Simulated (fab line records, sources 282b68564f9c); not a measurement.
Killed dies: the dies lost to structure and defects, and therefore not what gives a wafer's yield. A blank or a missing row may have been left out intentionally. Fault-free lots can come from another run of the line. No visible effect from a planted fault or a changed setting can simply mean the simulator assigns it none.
fab line records || flow ritCmos
record: {"lots": 14, "wafers": 42, "lastDay": 7}
route steps=202 shown M1@184
lots that met no fault: taken from a fault-free run of the same line
startH: start of the lot's first displayed wafer, in hours after the record's first day || waitH: hours since the lot's step before || " unchanged from the row above || L1.1+2: several wafers, shown together as one row || - either no value or no given start || * or withheld: withheld || < > ~ a bound
route shown NAME@n: names a module that has steps shown in the file, with the first one's number in the route || usual: mean/standard deviation taken from wafers without a fault || same: alike in all rows || chamber/n: place in a boat || sites: readings site by site || _std_site: standard deviation of those values || _edge_site: the outer-site mean with the inner-site mean subtracted || radiusMm: for every site, how far away it sits from the centre of the wafer || mask NAME#n: copy n || behind: tool/chamber where the wafer was last shaped || hold: cause of the lot's hold/its duration in hours/its outcome || device: which transistor (n, p or np) failed to switch || end of line: the route-end tests of the same wafers || a step given without rows: its recipe and nothing more || killed: count of dies lost to structure and defects at first sort (not the wafer's yield) || map: the dies of a wafer, with x for killed, . for not killed, _ for no die there
set.NAME: setting as actually run; set.NAME@STEP: the setting as run at that earlier step || model.NAME: the simulator's own value behind a step, which no gauge read
a sample of lots followed through the steps of the route, with each step as a table and each wafer as a row
services: a tool's chamber out of use, with start hour (startH, from the record's first day; less than 0 if before it), hours out, and reason
== steps ==
step: RIT_M1_SPUTTER_00
recipe: {"material": "Al", "targetThkNm": 400, "powerW": 2000, "chamberPressurePa": 0.4, "gas": "Ar", "timeS": 500, "substrateTempC": 25}
usual: {"cathodeDcPowerW": "2000.0/0.36", "chamberPressurePa": "0.4001/0.00074", "throttleValvePct": "30.0/0.93"}
{"lot.wafer": "L781.2", "tool": "pvdSputter-03", "chamber": "-", "startH": 54.28, "waitH": 0.0, "cathodeDcPowerW": 1999.9, "chamberPressurePa": 0.3998, "throttleValvePct": 30.5}
{"lot.wafer": "L781.3", "tool": "pvdSputter-03", "chamber": "-", "startH": 54.28, "waitH": 0.0, "cathodeDcPowerW": 2000.7, "chamberPressurePa": 0.3996, "throttleValvePct": 29.9}
{"lot.wafer": "L781.4", "tool": "pvdSputter-03", "chamber": "-", "startH": 54.28, "waitH": 0.0, "cathodeDcPowerW": 1999.8, "chamberPressurePa": 0.3995, "throttleValvePct": 27.5}
{"lot.wafer": "L783.1", "tool": "pvdSputter-03", "chamber": "-", "startH": 62.90, "waitH": 0.0, "cathodeDcPowerW": 2000.3, "chamberPressurePa": 0.4009, "throttleValvePct": 30.4}
{"lot.wafer": "L783.3", "tool": "pvdSputter-03", "chamber": "-", "startH": 62.90, "waitH": 0.0, "cathodeDcPowerW": 2000.0, "chamberPressurePa": 0.4000, "throttleValvePct": 30.1}
{"lot.wafer": "L783.6", "tool": "pvdSputter-03", "chamber": "-", "startH": 62.90, "waitH": 0.0, "cathodeDcPowerW": 1999.9, "chamberPressurePa": 0.4003, "throttleValvePct": 27.6}
{"lot.wafer": "L784.1", "tool": "pvdSputter-02", "chamber": "-", "startH": 71.95, "waitH": 0.0, "cathodeDcPowerW": 2000.6, "chamberPressurePa": 0.3996, "throttleValvePct": 30.2}
{"lot.wafer": "L784.2", "tool": "pvdSputter-02", "chamber": "-", "startH": 71.95, "waitH": 0.0, "cathodeDcPowerW": 2000.2, "chamberPressurePa": 0.4009, "throttleValvePct": 30.8}
{"lot.wafer": "L784.5", "tool": "pvdSputter-02", "chamber": "-", "startH": 71.95, "waitH": 0.0, "cathodeDcPowerW": 2000.3, "chamberPressurePa": 0.3994, "throttleValvePct": 29.1}
{"lot.wafer": "L785.3", "tool": "pvdSputter-03", "chamber": "-", "startH": 75.25, "waitH": 0.0, "cathodeDcPowerW": 1999.9, "chamberPressurePa": 0.3996, "throttleValvePct": 29.9}
{"lot.wafer": "L785.4", "tool": "pvdSputter-03", "chamber": "-", "startH": 75.25, "waitH": 0.0, "cathodeDcPowerW": 1999.9, "chamberPressurePa": 0.3998, "throttleValvePct": 27.8}
{"lot.wafer": "L785.6", "tool": "pvdSputter-03", "chamber": "-", "startH": 75.25, "waitH": 0.0, "cathodeDcPowerW": 2000.2, "chamberPressurePa": 0.3994, "throttleValvePct": 29.8}
{"lot.wafer": "L787.3", "tool": "pvdSputter-03", "chamber": "-", "startH": 85.19, "waitH": 0.0, "cathodeDcPowerW": 1999.7, "chamberPressurePa": 0.3991, "throttleValvePct": 27.6}
{"lot.wafer": "L787.4", "tool": "pvdSputter-03", "chamber": "-", "startH": 85.19, "waitH": 0.0, "cathodeDcPowerW": 2000.4, "chamberPressurePa": 0.3998, "throttleValvePct": 30.3}
{"lot.wafer": "L787.6", "tool": "pvdSputter-03", "chamber": "-", "startH": 85.19, "waitH": 0.0, "cathodeDcPowerW": 2000.0, "chamberPressurePa": 0.4003, "throttleValvePct": 28.1}
{"lot.wafer": "L788.3", "tool": "pvdSputter-02", "chamber": "-", "startH": 88.91, "waitH": 0.0, "cathodeDcPowerW": 2000.8, "chamberPressurePa": 0.4004, "throttleValvePct": 28.8}
{"lot.wafer": "L788.4", "tool": "pvdSputter-02", "chamber": "-", "startH": 88.91, "waitH": 0.0, "cathodeDcPowerW": 1999.5, "chamberPressurePa": 0.4000, "throttleValvePct": 30.4}
{"lot.wafer": "L788.5", "tool": "pvdSputter-02", "chamber": "-", "startH": 88.91, "waitH": 0.0, "cathodeDcPowerW": 2000.3, "chamberPressurePa": 0.4002, "throttleValvePct": 30.8}
{"lot.wafer": "L789.2", "tool": "pvdSputter-03", "chamber": "-", "startH": 94.48, "waitH": 0.0, "cathodeDcPowerW": 2000.2, "chamberPressurePa": 0.4002, "throttleValvePct": 30.5}
{"lot.wafer": "L789.4", "tool": "pvdSputter-03", "chamber": "-", "startH": 94.48, "waitH": 0.0, "cathodeDcPowerW": 1999.8, "chamberPressurePa": 0.3997, "throttleValvePct": 29.8}
{"lot.wafer": "L789.6", "tool": "pvdSputter-03", "chamber": "-", "startH": 94.48, "waitH": 0.0, "cathodeDcPowerW": 1999.4, "chamberPressurePa": 0.4000, "throttleValvePct": 30.3}
{"lot.wafer": "L792.1", "tool": "pvdSputter-02", "chamber": "-", "startH": 111.22, "waitH": 0.0, "cathodeDcPowerW": 2000.3, "chamberPressurePa": 0.4003, "throttleValvePct": 30.7}
{"lot.wafer": "L792.3", "tool": "pvdSputter-02", "chamber": "-", "startH": 111.22, "waitH": 0.0, "cathodeDcPowerW": 2000.5, "chamberPressurePa": 0.4001, "throttleValvePct": 28.8}
{"lot.wafer": "L792.6", "tool": "pvdSputter-02", "chamber": "-", "startH": 111.22, "waitH": 0.0, "cathodeDcPowerW": 1999.9, "chamberPressurePa": 0.3994, "throttleValvePct": 28.8}
{"lot.wafer": "L794.1", "tool": "pvdSputter-04", "chamber": "-", "startH": 117.54, "waitH": 0.0, "cathodeDcPowerW": 2000.3, "chamberPressurePa": 0.4000, "throttleValvePct": 30.1}
{"lot.wafer": "L794.3", "tool": "pvdSputter-04", "chamber": "-", "startH": 117.54, "waitH": 0.0, "cathodeDcPowerW": 1999.9, "chamberPressurePa": 0.4002, "throttleValvePct": 30.6}
{"lot.wafer": "L794.5", "tool": "pvdSputter-04", "chamber": "-", "startH": 117.54, "waitH": 0.0, "cathodeDcPowerW": 2000.1, "chamberPressurePa": 0.4004, "throttleValvePct": 30.0}
{"lot.wafer": "L798.2", "tool": "pvdSputter-04", "chamber": "-", "startH": 137.52, "waitH": 0.0, "cathodeDcPowerW": 1999.9, "chamberPressurePa": 0.4557, "throttleValvePct": 28.3}
{"lot.wafer": "L798.3", "tool": "pvdSputter-04", "chamber": "-", "startH": 137.52, "waitH": 0.0, "cathodeDcPowerW": 2000.1, "chamberPressurePa": 0.3989, "throttleValvePct": 30.5}
{"lot.wafer": "L798.5", "tool": "pvdSputter-04", "chamber": "-", "startH": 137.52, "waitH": 0.0, "cathodeDcPowerW": 1999.5, "chamberPressurePa": 0.4557, "throttleValvePct": 28.5}
{"lot.wafer": "L799.1", "tool": "pvdSputter-04", "chamber": "-", "startH": 144.61, "waitH": 0.0, "cathodeDcPowerW": 2000.0, "chamberPressurePa": 0.4551, "throttleValvePct": 28.5}
{"lot.wafer": "L799.5", "tool": "pvdSputter-04", "chamber": "-", "startH": 144.61, "waitH": 0.0, "cathodeDcPowerW": 2000.6, "chamberPressurePa": 0.4001, "throttleValvePct": 30.4}
{"lot.wafer": "L799.6", "tool": "pvdSputter-04", "chamber": "-", "startH": 144.61, "waitH": 0.0, "cathodeDcPowerW": 1999.9, "chamberPressurePa": 0.4551, "throttleValvePct": 28.3}
{"lot.wafer": "L801.1", "tool": "pvdSputter-02", "chamber": "-", "startH": 153.60, "waitH": 0.0, "cathodeDcPowerW": 1999.8, "chamberPressurePa": 0.4019, "throttleValvePct": 29.0}
{"lot.wafer": "L801.5", "tool": "pvdSputter-02", "chamber": "-", "startH": 153.60, "waitH": 0.0, "cathodeDcPowerW": 1999.7, "chamberPressurePa": 0.3985, "throttleValvePct": 30.6}
{"lot.wafer": "L801.6", "tool": "pvdSputter-02", "chamber": "-", "startH": 153.60, "waitH": 0.0, "cathodeDcPowerW": 1999.7, "chamberPressurePa": 0.3993, "throttleValvePct": 30.9}
{"lot.wafer": "L802.1", "tool": "pvdSputter-03", "chamber": "-", "startH": 157.42, "waitH": 0.0, "cathodeDcPowerW": 1999.1, "chamberPressurePa": 0.3996, "throttleValvePct": 30.5}
{"lot.wafer": "L802.4", "tool": "pvdSputter-03", "chamber": "-", "startH": 157.42, "waitH": 0.0, "cathodeDcPowerW": 1999.9, "chamberPressurePa": 0.4000, "throttleValvePct": 30.6}
{"lot.wafer": "L802.5", "tool": "pvdSputter-03", "chamber": "-", "startH": 157.42, "waitH": 0.0, "cathodeDcPowerW": 1999.4, "chamberPressurePa": 0.4013, "throttleValvePct": 27.7}
{"lot.wafer": "L804.3", "tool": "pvdSputter-03", "chamber": "-", "startH": 168.54, "waitH": 0.0, "cathodeDcPowerW": 1999.8, "chamberPressurePa": 0.4001, "throttleValvePct": 30.4}
{"lot.wafer": "L804.5", "tool": "pvdSputter-03", "chamber": "-", "startH": 168.54, "waitH": 0.0, "cathodeDcPowerW": 1999.9, "chamberPressurePa": 0.3997, "throttleValvePct": 30.3}
{"lot.wafer": "L804.6", "tool": "pvdSputter-03", "chamber": "-", "startH": 168.54, "waitH": 0.0, "cathodeDcPowerW": 1999.6, "chamberPressurePa": 0.4011, "throttleValvePct": 30.3}
step: RIT_M1_RS_MEAS_01
recipe: {"thkMeasGauge": "four-point-probe", "reads": "Al_of_M1_SPUTTER_00"}
usual: {"M1_AL_RS": "0.0732/0.00088"}
{"lot.wafer": "L781.2", "tool": "filmMetro-03", "chamber": "-", "startH": 54.60, "waitH": 0.2, "M1_AL_RS[ohm/sq]": 0.0734}
{"lot.wafer": "L781.3", "tool": "filmMetro-03", "chamber": "-", "startH": 54.60, "waitH": 0.2, "M1_AL_RS[ohm/sq]": 0.0733}
{"lot.wafer": "L781.4", "tool": "filmMetro-03", "chamber": "-", "startH": 54.60, "waitH": 0.2, "M1_AL_RS[ohm/sq]": 0.0741}
{"lot.wafer": "L783.1", "tool": "filmMetro-01", "chamber": "-", "startH": 63.19, "waitH": 0.1, "M1_AL_RS[ohm/sq]": 0.0728}
{"lot.wafer": "L783.3", "tool": "filmMetro-01", "chamber": "-", "startH": 63.19, "waitH": 0.1, "M1_AL_RS[ohm/sq]": 0.0730}
{"lot.wafer": "L783.6", "tool": "filmMetro-01", "chamber": "-", "startH": 63.19, "waitH": 0.1, "M1_AL_RS[ohm/sq]": 0.0734}
{"lot.wafer": "L784.1", "tool": "filmMetro-01", "chamber": "-", "startH": 72.25, "waitH": 0.1, "M1_AL_RS[ohm/sq]": 0.0720}
{"lot.wafer": "L784.2", "tool": "filmMetro-01", "chamber": "-", "startH": 72.25, "waitH": 0.1, "M1_AL_RS[ohm/sq]": 0.0724}
{"lot.wafer": "L784.5", "tool": "filmMetro-01", "chamber": "-", "startH": 72.25, "waitH": 0.1, "M1_AL_RS[ohm/sq]": 0.0720}
{"lot.wafer": "L785.3", "tool": "filmMetro-01", "chamber": "-", "startH": 75.58, "waitH": 0.2, "M1_AL_RS[ohm/sq]": 0.0724}
{"lot.wafer": "L785.4", "tool": "filmMetro-01", "chamber": "-", "startH": 75.58, "waitH": 0.2, "M1_AL_RS[ohm/sq]": 0.0728}
{"lot.wafer": "L785.6", "tool": "filmMetro-01", "chamber": "-", "startH": 75.58, "waitH": 0.2, "M1_AL_RS[ohm/sq]": 0.0723}
{"lot.wafer": "L787.3", "tool": "filmMetro-01", "chamber": "-", "startH": 85.53, "waitH": 0.2, "M1_AL_RS[ohm/sq]": 0.0736}
{"lot.wafer": "L787.4", "tool": "filmMetro-01", "chamber": "-", "startH": 85.53, "waitH": 0.2, "M1_AL_RS[ohm/sq]": 0.0726}
{"lot.wafer": "L787.6", "tool": "filmMetro-01", "chamber": "-", "startH": 85.53, "waitH": 0.2, "M1_AL_RS[ohm/sq]": 0.0732}
{"lot.wafer": "L788.3", "tool": "filmMetro-01", "chamber": "-", "startH": 89.24, "waitH": 0.2, "M1_AL_RS[ohm/sq]": 0.0741}
{"lot.wafer": "L788.4", "tool": "filmMetro-01", "chamber": "-", "startH": 89.24, "waitH": 0.2, "M1_AL_RS[ohm/sq]": 0.0752}
{"lot.wafer": "L788.5", "tool": "filmMetro-01", "chamber": "-", "startH": 89.24, "waitH": 0.2, "M1_AL_RS[ohm/sq]": 0.0745}
{"lot.wafer": "L789.2", "tool": "filmMetro-04", "chamber": "-", "startH": 94.79, "waitH": 0.2, "M1_AL_RS[ohm/sq]": 0.0717}
{"lot.wafer": "L789.4", "tool": "filmMetro-04", "chamber": "-", "startH": 94.79, "waitH": 0.2, "M1_AL_RS[ohm/sq]": 0.0717}
{"lot.wafer": "L789.6", "tool": "filmMetro-04", "chamber": "-", "startH": 94.79, "waitH": 0.2, "M1_AL_RS[ohm/sq]": 0.0722}
{"lot.wafer": "L792.1", "tool": "filmMetro-04", "chamber": "-", "startH": 111.51, "waitH": 0.1, "M1_AL_RS[ohm/sq]": 0.0746}
{"lot.wafer": "L792.3", "tool": "filmMetro-04", "chamber": "-", "startH": 111.51, "waitH": 0.1, "M1_AL_RS[ohm/sq]": 0.0739}
{"lot.wafer": "L792.6", "tool": "filmMetro-04", "chamber": "-", "startH": 111.51, "waitH": 0.1, "M1_AL_RS[ohm/sq]": 0.0737}
{"lot.wafer": "L794.1", "tool": "filmMetro-04", "chamber": "-", "startH": 117.83, "waitH": 0.1, "M1_AL_RS[ohm/sq]": 0.0761}
{"lot.wafer": "L794.3", "tool": "filmMetro-04", "chamber": "-", "startH": 117.83, "waitH": 0.1, "M1_AL_RS[ohm/sq]": 0.0752}
{"lot.wafer": "L794.5", "tool": "filmMetro-04", "chamber": "-", "startH": 117.83, "waitH": 0.1, "M1_AL_RS[ohm/sq]": 0.0762}
{"lot.wafer": "L798.2", "tool": "filmMetro-01", "chamber": "-", "startH": 137.86, "waitH": 0.2, "M1_AL_RS[ohm/sq]": 0.0775}
{"lot.wafer": "L798.3", "tool": "filmMetro-01", "chamber": "-", "startH": 137.86, "waitH": 0.2, "M1_AL_RS[ohm/sq]": 0.0743}
{"lot.wafer": "L798.5", "tool": "filmMetro-01", "chamber": "-", "startH": 137.86, "waitH": 0.2, "M1_AL_RS[ohm/sq]": 0.0780}
{"lot.wafer": "L799.1", "tool": "filmMetro-01", "chamber": "-", "startH": 144.91, "waitH": 0.1, "M1_AL_RS[ohm/sq]": 0.0772}
{"lot.wafer": "L799.5", "tool": "filmMetro-01", "chamber": "-", "startH": 144.91, "waitH": 0.1, "M1_AL_RS[ohm/sq]": 0.0744}
{"lot.wafer": "L799.6", "tool": "filmMetro-01", "chamber": "-", "startH": 144.91, "waitH": 0.1, "M1_AL_RS[ohm/sq]": 0.0771}
{"lot.wafer": "L801.1", "tool": "filmMetro-04", "chamber": "-", "startH": 154.10, "waitH": 0.4, "M1_AL_RS[ohm/sq]": 0.0732}
{"lot.wafer": "L801.5", "tool": "filmMetro-04", "chamber": "-", "startH": 154.10, "waitH": 0.4, "M1_AL_RS[ohm/sq]": 0.0730}
{"lot.wafer": "L801.6", "tool": "filmMetro-04", "chamber": "-", "startH": 154.10, "waitH": 0.4, "M1_AL_RS[ohm/sq]": 0.0734}
{"lot.wafer": "L802.1", "tool": "filmMetro-01", "chamber": "-", "startH": 157.72, "waitH": 0.1, "M1_AL_RS[ohm/sq]": 0.0728}
{"lot.wafer": "L802.4", "tool": "filmMetro-01", "chamber": "-", "startH": 157.72, "waitH": 0.1, "M1_AL_RS[ohm/sq]": 0.0735}
{"lot.wafer": "L802.5", "tool": "filmMetro-01", "chamber": "-", "startH": 157.72, "waitH": 0.1, "M1_AL_RS[ohm/sq]": 0.0723}
{"lot.wafer": "L804.3", "tool": "filmMetro-01", "chamber": "-", "startH": 168.88, "waitH": 0.2, "M1_AL_RS[ohm/sq]": 0.0729}
{"lot.wafer": "L804.5", "tool": "filmMetro-01", "chamber": "-", "startH": 168.88, "waitH": 0.2, "M1_AL_RS[ohm/sq]": 0.0730}
{"lot.wafer": "L804.6", "tool": "filmMetro-01", "chamber": "-", "startH": 168.88, "waitH": 0.2, "M1_AL_RS[ohm/sq]": 0.0728}
step: RIT_M1_THK_MEAS_02
recipe: {"thkMeasGauge": "xrf", "reads": "Al_of_M1_SPUTTER_00"}
usual: {"M1_AL_THK": "405/5.5"}
{"lot.wafer": "L781.2", "tool": "filmMetro-03", "chamber": "-", "startH": 54.71, "waitH": 0.1, "M1_AL_THK[nm]": 405}
{"lot.wafer": "L781.3", "tool": "filmMetro-03", "chamber": "-", "startH": 54.71, "waitH": 0.1, "M1_AL_THK[nm]": 407}
{"lot.wafer": "L781.4", "tool": "filmMetro-03", "chamber": "-", "startH": 54.71, "waitH": 0.1, "M1_AL_THK[nm]": 403}
{"lot.wafer": "L783.1", "tool": "filmMetro-01", "chamber": "-", "startH": 63.31, "waitH": 0.1, "M1_AL_THK[nm]": 405}
{"lot.wafer": "L783.3", "tool": "filmMetro-01", "chamber": "-", "startH": 63.31, "waitH": 0.1, "M1_AL_THK[nm]": 404}
{"lot.wafer": "L783.6", "tool": "filmMetro-01", "chamber": "-", "startH": 63.31, "waitH": 0.1, "M1_AL_THK[nm]": 404}
{"lot.wafer": "L784.1", "tool": "filmMetro-01", "chamber": "-", "startH": 72.37, "waitH": 0.1, "M1_AL_THK[nm]": 407}
{"lot.wafer": "L784.2", "tool": "filmMetro-01", "chamber": "-", "startH": 72.37, "waitH": 0.1, "M1_AL_THK[nm]": 410}
{"lot.wafer": "L784.5", "tool": "filmMetro-01", "chamber": "-", "startH": 72.37, "waitH": 0.1, "M1_AL_THK[nm]": 404}
{"lot.wafer": "L785.3", "tool": "filmMetro-01", "chamber": "-", "startH": 75.68, "waitH": 0.1, "M1_AL_THK[nm]": 407}
{"lot.wafer": "L785.4", "tool": "filmMetro-01", "chamber": "-", "startH": 75.68, "waitH": 0.1, "M1_AL_THK[nm]": 405}
{"lot.wafer": "L785.6", "tool": "filmMetro-01", "chamber": "-", "startH": 75.68, "waitH": 0.1, "M1_AL_THK[nm]": 407}
{"lot.wafer": "L787.3", "tool": "filmMetro-01", "chamber": "-", "startH": 85.63, "waitH": 0.1, "M1_AL_THK[nm]": 401}
{"lot.wafer": "L787.4", "tool": "filmMetro-01", "chamber": "-", "startH": 85.63, "waitH": 0.1, "M1_AL_THK[nm]": 404}
{"lot.wafer": "L787.6", "tool": "filmMetro-01", "chamber": "-", "startH": 85.63, "waitH": 0.1, "M1_AL_THK[nm]": 402}
{"lot.wafer": "L788.3", "tool": "filmMetro-01", "chamber": "-", "startH": 89.34, "waitH": 0.1, "M1_AL_THK[nm]": 398}
{"lot.wafer": "L788.4", "tool": "filmMetro-01", "chamber": "-", "startH": 89.34, "waitH": 0.1, "M1_AL_THK[nm]": 391}
{"lot.wafer": "L788.5", "tool": "filmMetro-01", "chamber": "-", "startH": 89.34, "waitH": 0.1, "M1_AL_THK[nm]": 398}
{"lot.wafer": "L789.2", "tool": "filmMetro-04", "chamber": "-", "startH": 94.90, "waitH": 0.1, "M1_AL_THK[nm]": 417}
{"lot.wafer": "L789.4", "tool": "filmMetro-04", "chamber": "-", "startH": 94.90, "waitH": 0.1, "M1_AL_THK[nm]": 422}
{"lot.wafer": "L789.6", "tool": "filmMetro-04", "chamber": "-", "startH": 94.90, "waitH": 0.1, "M1_AL_THK[nm]": 413}
{"lot.wafer": "L792.1", "tool": "filmMetro-04", "chamber": "-", "startH": 111.63, "waitH": 0.1, "M1_AL_THK[nm]": 404}
{"lot.wafer": "L792.3", "tool": "filmMetro-04", "chamber": "-", "startH": 111.63, "waitH": 0.1, "M1_AL_THK[nm]": 406}
{"lot.wafer": "L792.6", "tool": "filmMetro-04", "chamber": "-", "startH": 111.63, "waitH": 0.1, "M1_AL_THK[nm]": 409}
{"lot.wafer": "L794.1", "tool": "filmMetro-04", "chamber": "-", "startH": 117.95, "waitH": 0.1, "M1_AL_THK[nm]": 396}
{"lot.wafer": "L794.3", "tool": "filmMetro-04", "chamber": "-", "startH": 117.95, "waitH": 0.1, "M1_AL_THK[nm]": 399}
{"lot.wafer": "L794.5", "tool": "filmMetro-04", "chamber": "-", "startH": 117.95, "waitH": 0.1, "M1_AL_THK[nm]": 395}
{"lot.wafer": "L798.2", "tool": "filmMetro-01", "chamber": "-", "startH": 137.97, "waitH": 0.1, "M1_AL_THK[nm]": 387}
{"lot.wafer": "L798.3", "tool": "filmMetro-01", "chamber": "-", "startH": 137.97, "waitH": 0.1, "M1_AL_THK[nm]": 397}
{"lot.wafer": "L798.5", "tool": "filmMetro-01", "chamber": "-", "startH": 137.97, "waitH": 0.1, "M1_AL_THK[nm]": 383}
{"lot.wafer": "L799.1", "tool": "filmMetro-01", "chamber": "-", "startH": 145.03, "waitH": 0.1, "M1_AL_THK[nm]": 385}
{"lot.wafer": "L799.5", "tool": "filmMetro-01", "chamber": "-", "startH": 145.03, "waitH": 0.1, "M1_AL_THK[nm]": 395}
{"lot.wafer": "L799.6", "tool": "filmMetro-01", "chamber": "-", "startH": 145.03, "waitH": 0.1, "M1_AL_THK[nm]": 387}
{"lot.wafer": "L801.1", "tool": "filmMetro-04", "chamber": "-", "startH": 154.22, "waitH": 0.1, "M1_AL_THK[nm]": 408}
{"lot.wafer": "L801.5", "tool": "filmMetro-04", "chamber": "-", "startH": 154.22, "waitH": 0.1, "M1_AL_THK[nm]": 409}
{"lot.wafer": "L801.6", "tool": "filmMetro-04", "chamber": "-", "startH": 154.22, "waitH": 0.1, "M1_AL_THK[nm]": 407}
{"lot.wafer": "L802.1", "tool": "filmMetro-01", "chamber": "-", "startH": 157.84, "waitH": 0.1, "M1_AL_THK[nm]": 404}
{"lot.wafer": "L802.4", "tool": "filmMetro-01", "chamber": "-", "startH": 157.84, "waitH": 0.1, "M1_AL_THK[nm]": 402}
{"lot.wafer": "L802.5", "tool": "filmMetro-01", "chamber": "-", "startH": 157.84, "waitH": 0.1, "M1_AL_THK[nm]": 407}
{"lot.wafer": "L804.3", "tool": "filmMetro-01", "chamber": "-", "startH": 168.98, "waitH": 0.1, "M1_AL_THK[nm]": 403}
{"lot.wafer": "L804.5", "tool": "filmMetro-01", "chamber": "-", "startH": 168.98, "waitH": 0.1, "M1_AL_THK[nm]": 406}
{"lot.wafer": "L804.6", "tool": "filmMetro-01", "chamber": "-", "startH": 168.98, "waitH": 0.1, "M1_AL_THK[nm]": 405}
step: RIT_M1_PROBE_99
usual: {"defectLimitedYield": "97.3/1.3", "killedAtContacts": "0.1/0.25", "killedAtFrontEnd": "7/3.3", "killedDies": "7/3.3", "killedOpen": "3.6/2", "killedShort": "3.6/2.1", "sort_bin_3_pad_short": "0.1/0.25", "sort_bin_5_function": "1.6/0.91", "sort_bin_6_memory": "1.0/0.65", "sortNPass": "257/3.3", "sortYieldPct": "97.3/1.3"}
same: {"grossDies": 264, "killed_at_M0_to_M3": 0, "killed_at_M4_up": 0, "killedAtBackSide": 0, "killedAtOther": 0}
{"lot.wafer": "L789.2", "tool": "prober-01", "chamber": "-", "startH": 98.78, "waitH": 0.1, "defectLimitedYield[%]": 95.8, "killedAtContacts": 0, "killedAtFrontEnd": 11, "killedDies": 11, "killedOpen": 7, "killedShort": 4, "sort_bin_3_pad_short[%]": 0, "sort_bin_5_function[%]": 2.7, "sort_bin_6_memory[%]": 1.5, "sortNPass": 253, "sortYieldPct[%]": 95.8}
{"lot.wafer": "L789.4", "tool": "prober-01", "chamber": "-", "startH": 98.88, "waitH": 0.2, "defectLimitedYield[%]": 97.7, "killedAtContacts": 0, "killedAtFrontEnd": 6, "killedDies": 6, "killedOpen": 4, "killedShort": 2, "sort_bin_3_pad_short[%]": 0, "sort_bin_5_function[%]": 1.1, "sort_bin_6_memory[%]": 1.1, "sortNPass": 258, "sortYieldPct[%]": 97.7}
{"lot.wafer": "L789.6", "tool": "prober-01", "chamber": "-", "startH": 98.98, "waitH": 0.2, "defectLimitedYield[%]": 97.7, "killedAtContacts": 0, "killedAtFrontEnd": 6, "killedDies": 6, "killedOpen": 1, "killedShort": 5, "sort_bin_3_pad_short[%]": 0, "sort_bin_5_function[%]": 0.8, "sort_bin_6_memory[%]": 1.5, "sortNPass": 258, "sortYieldPct[%]": 97.7}
killed by level:class
L789.2 GATE:geometricParticle:short=4 GATE:geometricParticle:open=3 SPACER:geometricParticle:open=2 SILICIDE:geometricParticle:open=2
L789.4 GATE:geometricParticle:open=2 SILICIDE:geometricParticle:open=2 GATE:geometricParticle:short=1 REOX:geometricParticle:short=1
L789.6 GATE:geometricParticle:short=3 SILICIDE:geometricParticle:short=2 GATE:geometricParticle:open=1
== services ==
{"tool": "pvdSputter-02", "chamber": "-", "startH": 141.30, "hours": 8.2, "kind": "repair"}
== key ==
firstSign: {"step": "RIT_M1_SPUTTER_00", "reading": "chamberPressurePa", "direction": "up", "sigmas": 75, "usual": 0.4001, "struck": 0.4554}
effect: {"step": "RIT_M1_RS_MEAS_01", "reading": "M1_AL_RS", "direction": "up", "sigmas": 4.8, "usual": 0.0732, "struck": 0.0775}
effect: {"step": "RIT_M1_THK_MEAS_02", "reading": "M1_AL_THK", "direction": "down", "sigmas": 3.6, "usual": 405, "struck": 386}
metAt RIT_M1_SPUTTER_00
struckLots L798,L799
struckWafers L798.2,L798.5,L799.1,L799.6
onsetBetween 117.54 137.52
fault: {"kind": "processParameterDrift", "tool": "pvdSputter-04", "chamber": "-", "onsetH": 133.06, "steps": "RIT_M1_SPUTTER_00", "channel": "chamberPressurePa", "offset": 0.055116, "shape": "step", "actsIn": "theseRecipesOnly", "stated": 0.4, "scope": "struckWafersOnly"}
